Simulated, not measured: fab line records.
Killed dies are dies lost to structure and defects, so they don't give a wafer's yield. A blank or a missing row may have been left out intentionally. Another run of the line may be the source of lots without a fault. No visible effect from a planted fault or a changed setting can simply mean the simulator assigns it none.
A sampling plan put to the test    flow berkeleyCmos170    each of the 34 faults these records tell of, on one fab line, judged from the records of the lots it struck
Plan = the line's own looks (route steps where a gauge or an inspection reads the wafer without altering it). A look can be judged if struck wafers have a number there and the file gives its usual mean and standard deviation on fault-free wafers. Caught: the struck wafers' mean, at a look after the fault's first step, is 4 or more of those standard deviations (sigma) away from the usual mean. On the tool: the same test on the tool's own readings at the fault's steps. It also counts as caught if the struck wafers ran another recipe or if their record alone is blank.

THE FAULTS, as the simulator had put them in
1. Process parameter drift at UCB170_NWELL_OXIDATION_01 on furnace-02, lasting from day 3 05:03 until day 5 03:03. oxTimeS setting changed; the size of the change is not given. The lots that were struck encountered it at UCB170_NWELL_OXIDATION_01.
2. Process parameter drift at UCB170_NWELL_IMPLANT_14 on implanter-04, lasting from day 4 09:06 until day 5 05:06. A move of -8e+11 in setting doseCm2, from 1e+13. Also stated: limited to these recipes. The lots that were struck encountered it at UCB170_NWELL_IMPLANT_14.
3. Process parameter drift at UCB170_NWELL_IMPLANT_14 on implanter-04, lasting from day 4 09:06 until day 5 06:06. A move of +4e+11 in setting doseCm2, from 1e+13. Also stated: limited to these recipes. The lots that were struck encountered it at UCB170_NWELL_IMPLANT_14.
4. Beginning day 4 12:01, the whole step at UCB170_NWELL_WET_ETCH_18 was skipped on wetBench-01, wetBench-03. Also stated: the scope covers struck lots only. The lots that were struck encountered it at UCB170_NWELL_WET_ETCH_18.
5. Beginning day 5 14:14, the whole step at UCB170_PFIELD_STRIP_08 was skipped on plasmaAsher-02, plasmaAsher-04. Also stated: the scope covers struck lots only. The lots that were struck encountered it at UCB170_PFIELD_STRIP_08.
6. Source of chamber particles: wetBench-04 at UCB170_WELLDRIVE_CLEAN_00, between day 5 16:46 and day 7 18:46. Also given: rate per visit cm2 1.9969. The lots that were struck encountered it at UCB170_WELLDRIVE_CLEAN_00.
7. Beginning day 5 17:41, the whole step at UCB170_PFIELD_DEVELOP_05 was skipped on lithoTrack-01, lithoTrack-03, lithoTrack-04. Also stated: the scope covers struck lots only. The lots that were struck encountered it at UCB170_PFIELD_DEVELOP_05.
8. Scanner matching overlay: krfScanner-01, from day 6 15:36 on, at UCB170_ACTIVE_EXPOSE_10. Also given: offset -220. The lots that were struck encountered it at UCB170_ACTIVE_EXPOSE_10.
9. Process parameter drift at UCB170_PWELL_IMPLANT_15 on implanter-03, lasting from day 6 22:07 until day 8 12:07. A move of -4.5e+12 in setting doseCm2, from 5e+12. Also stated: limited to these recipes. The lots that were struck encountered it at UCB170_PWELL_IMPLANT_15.
10. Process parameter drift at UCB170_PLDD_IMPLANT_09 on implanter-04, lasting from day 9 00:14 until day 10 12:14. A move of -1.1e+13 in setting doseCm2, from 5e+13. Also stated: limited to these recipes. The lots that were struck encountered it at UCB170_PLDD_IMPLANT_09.
11. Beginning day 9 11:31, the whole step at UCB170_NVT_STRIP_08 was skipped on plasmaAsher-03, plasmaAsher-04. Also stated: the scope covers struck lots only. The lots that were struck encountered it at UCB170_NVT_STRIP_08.
12. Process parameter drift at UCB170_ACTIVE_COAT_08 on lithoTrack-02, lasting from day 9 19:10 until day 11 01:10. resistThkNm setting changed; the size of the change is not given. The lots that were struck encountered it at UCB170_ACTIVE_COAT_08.
13. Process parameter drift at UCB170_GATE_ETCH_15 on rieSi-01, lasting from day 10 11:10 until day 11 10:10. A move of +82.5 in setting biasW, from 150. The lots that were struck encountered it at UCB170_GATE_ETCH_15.
14. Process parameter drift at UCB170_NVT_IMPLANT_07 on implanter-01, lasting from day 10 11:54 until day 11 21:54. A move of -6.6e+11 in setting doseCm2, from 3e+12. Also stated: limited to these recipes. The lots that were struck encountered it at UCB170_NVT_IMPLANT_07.
15. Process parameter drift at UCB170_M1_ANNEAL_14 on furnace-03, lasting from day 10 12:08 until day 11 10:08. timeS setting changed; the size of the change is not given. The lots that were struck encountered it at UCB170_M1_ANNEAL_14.
16. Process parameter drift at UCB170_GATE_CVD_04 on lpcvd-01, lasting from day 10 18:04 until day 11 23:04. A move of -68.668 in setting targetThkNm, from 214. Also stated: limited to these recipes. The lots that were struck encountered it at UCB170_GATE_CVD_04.
17. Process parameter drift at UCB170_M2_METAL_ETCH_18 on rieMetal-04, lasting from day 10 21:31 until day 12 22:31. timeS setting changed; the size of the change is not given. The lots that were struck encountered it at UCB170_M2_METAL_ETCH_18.
18. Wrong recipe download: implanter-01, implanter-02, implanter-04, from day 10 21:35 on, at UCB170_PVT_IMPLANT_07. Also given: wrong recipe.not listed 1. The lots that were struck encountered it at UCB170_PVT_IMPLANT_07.
19. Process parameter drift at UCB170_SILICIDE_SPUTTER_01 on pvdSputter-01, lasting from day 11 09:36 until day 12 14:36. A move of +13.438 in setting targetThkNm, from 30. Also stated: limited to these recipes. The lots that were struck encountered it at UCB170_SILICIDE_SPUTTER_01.
20. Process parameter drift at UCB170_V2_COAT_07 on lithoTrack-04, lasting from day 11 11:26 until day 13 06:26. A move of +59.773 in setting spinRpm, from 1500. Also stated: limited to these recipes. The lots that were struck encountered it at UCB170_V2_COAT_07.
21. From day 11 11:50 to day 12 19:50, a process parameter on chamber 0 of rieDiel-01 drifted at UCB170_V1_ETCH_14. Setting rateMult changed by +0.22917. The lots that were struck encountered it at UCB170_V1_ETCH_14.
22. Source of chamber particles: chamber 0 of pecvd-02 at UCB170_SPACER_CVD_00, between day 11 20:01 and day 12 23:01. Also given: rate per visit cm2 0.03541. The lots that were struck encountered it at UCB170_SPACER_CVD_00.
23. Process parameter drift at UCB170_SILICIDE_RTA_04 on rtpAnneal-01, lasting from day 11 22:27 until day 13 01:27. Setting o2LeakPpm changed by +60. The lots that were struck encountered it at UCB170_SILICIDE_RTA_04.
24. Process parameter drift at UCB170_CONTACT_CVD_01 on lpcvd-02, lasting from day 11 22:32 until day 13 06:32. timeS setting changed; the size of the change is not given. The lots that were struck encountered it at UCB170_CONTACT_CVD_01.
25. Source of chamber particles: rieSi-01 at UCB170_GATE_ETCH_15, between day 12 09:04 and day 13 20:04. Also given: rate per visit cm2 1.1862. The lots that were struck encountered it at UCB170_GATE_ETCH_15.
26. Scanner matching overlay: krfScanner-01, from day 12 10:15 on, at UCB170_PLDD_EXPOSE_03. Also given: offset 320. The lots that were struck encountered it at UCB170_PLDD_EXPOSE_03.
27. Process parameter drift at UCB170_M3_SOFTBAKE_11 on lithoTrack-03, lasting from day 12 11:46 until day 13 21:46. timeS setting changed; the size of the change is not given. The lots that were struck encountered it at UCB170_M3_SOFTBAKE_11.
28. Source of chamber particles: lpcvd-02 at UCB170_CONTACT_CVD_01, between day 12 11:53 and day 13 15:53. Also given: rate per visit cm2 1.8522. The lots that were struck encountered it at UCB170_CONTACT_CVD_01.
29. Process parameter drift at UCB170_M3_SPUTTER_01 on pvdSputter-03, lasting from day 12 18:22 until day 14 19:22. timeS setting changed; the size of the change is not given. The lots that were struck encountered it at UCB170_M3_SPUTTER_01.
30. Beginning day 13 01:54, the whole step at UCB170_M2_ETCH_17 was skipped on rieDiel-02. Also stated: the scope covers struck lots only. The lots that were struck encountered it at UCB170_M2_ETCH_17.
31. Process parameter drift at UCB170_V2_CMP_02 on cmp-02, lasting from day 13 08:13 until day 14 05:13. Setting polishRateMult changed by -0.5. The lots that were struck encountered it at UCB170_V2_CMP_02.
32. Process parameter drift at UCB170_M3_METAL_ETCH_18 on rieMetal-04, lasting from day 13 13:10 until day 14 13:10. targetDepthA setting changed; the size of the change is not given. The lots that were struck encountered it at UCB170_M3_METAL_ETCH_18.
33. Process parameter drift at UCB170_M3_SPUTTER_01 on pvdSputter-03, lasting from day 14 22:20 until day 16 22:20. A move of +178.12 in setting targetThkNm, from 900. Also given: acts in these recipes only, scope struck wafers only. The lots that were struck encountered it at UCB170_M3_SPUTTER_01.
34. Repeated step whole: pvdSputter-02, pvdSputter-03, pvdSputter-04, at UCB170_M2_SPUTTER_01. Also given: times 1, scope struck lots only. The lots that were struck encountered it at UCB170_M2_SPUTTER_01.

WHAT THE PLAN SAW
fault  on the tool itself                                first look that catches it                       reading, sigma                                        median hours from its first step to that look  hours from the fault's start to the first struck lot there  judged looks passed uncaught
1      no reading that can be judged                     UCB170_NWELL_THK_MEAS_02                         NWELL_OXIDE_THK -5.9                                  1.4                                            9                                                           0
2      doseIonsCm2 -72 sigma                             not the one look that can be judged after it     strongest: NWELL_TW at UCB170_NWELL_TW_MEAS_16, -3.9  -                                              -                                                           1
3      doseIonsCm2 +36 sigma                             no look after it can be judged                   -                                                     -                                              -                                                           0
4      the tool's record is blank for the struck wafers  no look after it can be judged                   -                                                     -                                              -                                                           0
5      the tool's record is blank for the struck wafers  no look after it can be judged                   -                                                     -                                              -                                                           0
6      no reading that can be judged                     none of the 2 looks that can be judged after it  -                                                     -                                              -                                                           2
7      no reading that can be judged                     no look after it can be judged                   -                                                     -                                              -                                                           0
8      no reading that can be judged                     UCB170_ACTIVE_OVL_MEAS_14                        ACTIVE_OVL -44                                        0.5                                            12                                                          0
9      doseIonsCm2 -99 or beyond sigma                   UCB170_PWELL_TW_MEAS_17                          PWELL_TW -51                                          0.2                                            9                                                           0
10     doseIonsCm2 -99 or beyond sigma                   UCB170_PLDD_TW_MEAS_11                           PLDD_TW -6.0                                          0.2                                            0                                                           0
11     the tool's record is blank for the struck wafers  UCB170_PVT_TW_MEAS_09                            PVT_TW -99 or beyond                                  4.9                                            2                                                           0
12     no reading that can be judged                     UCB170_ACTIVE_CD_MEAS_13                         cdNm -18                                              1.2                                            14                                                          0
13     biasW +99 or beyond sigma                         no look after it can be judged                   -                                                     -                                              -                                                           0
14     doseIonsCm2 -99 or beyond sigma                   UCB170_NVT_TW_MEAS_09                            NVT_TW -8.2                                           0.2                                            7                                                           0
15     under 2 sigma                                     none of the 8 looks that can be judged after it  -                                                     -                                              -                                                           8
16     under 2 sigma                                     UCB170_GATE_THK_MEAS_05                          GATE_POLY_THK -36                                     1.4                                            11                                                          0
17     runLengthS +30 sigma                              no look after it can be judged                   -                                                     -                                              -                                                           0
18     no reading that can be judged                     UCB170_PVT_TW_MEAS_09                            PVT_TW +33                                            0.2                                            0                                                           0
19     under 2 sigma                                     UCB170_SILICIDE_RS_MEAS_02                       SILICIDE_TI_RS -24                                    0.0                                            2                                                           0
20     spinSpeedRpm +59 sigma                            none of the 2 looks that can be judged after it  -                                                     -                                              -                                                           2
21     under 2 sigma                                     not the one look that can be judged after it     -                                                     -                                              -                                                           1
22     only faintly: heaterPowerW -2.2 sigma             none of the 7 looks that can be judged after it  strongest: PSD_OVL at UCB170_PSD_OVL_MEAS_07, +2.3    -                                              -                                                           7
23     chamberO2Ppm +99 or beyond sigma                  none of the 6 looks that can be judged after it  -                                                     -                                              -                                                           6
24     under 2 sigma                                     UCB170_CONTACT_THK_MEAS_02                       CONTACT_PSG_THK -11                                   1.8                                            12                                                          0
25     under 2 sigma                                     none of the 3 looks that can be judged after it  -                                                     -                                              -                                                           3
26     under 2 sigma                                     UCB170_PLDD_OVL_MEAS_07                          PLDD_OVL +60                                          0.8                                            14                                                          0
27     heaterPowerTotalW +99 or beyond sigma             UCB170_M3_CD_MEAS_15                             cdNm +13                                              1.3                                            2                                                           0
28     under 2 sigma                                     none of the 2 looks that can be judged after it  -                                                     -                                              -                                                           2
29     under 2 sigma                                     UCB170_M3_RS_MEAS_02                             M3_AL_RS +24                                          0.1                                            9                                                           0
30     the tool's record is blank for the struck wafers  no look after it can be judged                   -                                                     -                                              -                                                           0
31     under 2 sigma                                     UCB170_V2_THK_MEAS_04                            V2_POLISHED_THK +99 or beyond                         0.4                                            1                                                           0
32     only faintly: oesProductAu +2.7 sigma             no look after it can be judged                   -                                                     -                                              -                                                           0
33     under 2 sigma                                     UCB170_M3_RS_MEAS_02                             M3_AL_RS -17                                          0.1                                            7                                                           0
34     under 2 sigma                                     UCB170_M2_RS_MEAS_02                             M2_AL_RS -40                                          0.4                                            -                                                           0
Dash: fault not caught, or number not given in these records.

Caught at a look: 17 of 34. Caught on the tool: 14 of 34. By one or the other: 26 of 34.
Faults caught by the tool alone: 2, 3, 4, 5, 13, 17, 20, 23, 30.
Caught at a look alone: faults 1, 8, 12, 16, 18, 19, 24, 26, 29, 31, 33, 34.
Caught by neither: faults 6, 7, 15, 21, 22, 25, 28, 32.

THINNER SAMPLING
Were the look that catches a fault to measure just every second or every third lot (counted by lot number), the first struck lot would, at worst, be measured this late:
fault  struck lots at that look, in order of time  every lot  every second lot  every third lot
1      L615, L614                                  9 h        9 h               may miss all 2
8      L196, L195, L197, L198                      12 h       12 h              12 h
9      L325, L326                                  9 h        24 h              may miss all 2
10     L459, L462                                  0 h        19 h              may miss all 2
11     L681, L685, L684                            2 h        23 h              may miss all 3
12     L310, L311                                  14 h       30 h              may miss all 2
14     L257, L260                                  7 h        30 h              may miss all 2
16     L225, L226                                  11 h       11 h              may miss all 2
18     L286, L285, L287, L288                      0 h        0 h               1 h
19     L170, L173                                  2 h        23 h              may miss all 2
24     L718, L721, L722                            12 h       18 h              may miss all 3
26     L387, L388, L389                            14 h       14 h              26 h
27     L360, L364                                  2 h        may miss all 2    may miss all 2
29     L231, L232                                  9 h        11 h              may miss all 2
31     L452, L454, L455                            1 h        12 h              may miss all 3
33     L194                                        7 h        may miss it       may miss it
Hours: fault start to first struck lot measured. Since the struck wafers were tested as one group against 4 sigma, a single lot by itself may lie under the limit. Other struck lots may not be in these records.

THE LONGEST TIMED WAY FROM STEP TO LOOK
Fault 11: median gap of 4.9 hours between UCB170_NVT_STRIP_08 and UCB170_PVT_TW_MEAS_09. No look between them can be judged.
